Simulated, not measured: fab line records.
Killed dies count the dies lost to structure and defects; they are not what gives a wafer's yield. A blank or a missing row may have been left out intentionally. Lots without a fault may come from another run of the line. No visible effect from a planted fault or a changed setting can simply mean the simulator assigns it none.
Which tool did it? -- flow berkeley-cmos170 -- 7 lots with 21 wafers sampled at 2 steps, on a route of 331 steps

WHAT THE GAUGES READ, wafer by wafer
UCB170_PSD_CD_MEAS_06: target cd 1200 nm.
lot,measured,on,cd-nm (nm)
L218,day 7 11:40,cd-sem-02,1199.6 1200.1 1200.6
L220,day 8 04:58,cd-sem-01,1199.9 1199.7 1199.6
L222,day 8 12:17,cd-sem-02,1201.8 1202.0 1203.3
L226,day 9 05:44,cd-sem-01,1203.6 1203.9 1204.1
L230,day 10 15:36,cd-sem-01,1204.0 1203.0 1201.7
L232,day 10 15:58,cd-sem-01,1199.2 1200.4 1198.9
L238,day 12 02:33,cd-sem-02,1200.2 1199.3 1200.5

EACH LOT AND THE TOOL THAT RAN IT (in order: tool; ch and the chambers of the sampled wafers; start)
lot,UCB170_PSD_EXPOSE_03
L218,"krf-scanner-01 ch 0, day 7 11:08"
L220,"krf-scanner-02 ch 0, day 8 04:35"
L222,"krf-scanner-02 ch 0, day 8 11:38"
L226,"krf-scanner-01 ch 0, day 9 05:21"
L230,"krf-scanner-02 ch 0, day 10 14:34"
L232,"krf-scanner-02 ch 0, day 10 15:03"
L238,"krf-scanner-02 ch 0, day 12 02:10"
- UCB170_PSD_EXPOSE_03: exposes mask PSELECT MOD, target cd 1200 nm.

THE ANSWER, worked out from the rows above alone
Rule: what is usual is taken from the lots themselves. Put in order of their means at a reading, lots are off if they are a third of the lots or fewer, leave a main group of 4 or more, and stand apart from it by a gap of 3 or more times the standard deviation of the main group's means; of several such gaps the widest counts. If all means in a main group match to the digits the tables above print for the reading, that group is not used. A lot without any number at a reading at which 4 lots or more have one is off too. Where the step has rows for the other lots, those lots are counted as sound.
Nothing can be told from this: no lot is off at any reading shown.

WHAT THE SIMULATOR HAD INSERTED
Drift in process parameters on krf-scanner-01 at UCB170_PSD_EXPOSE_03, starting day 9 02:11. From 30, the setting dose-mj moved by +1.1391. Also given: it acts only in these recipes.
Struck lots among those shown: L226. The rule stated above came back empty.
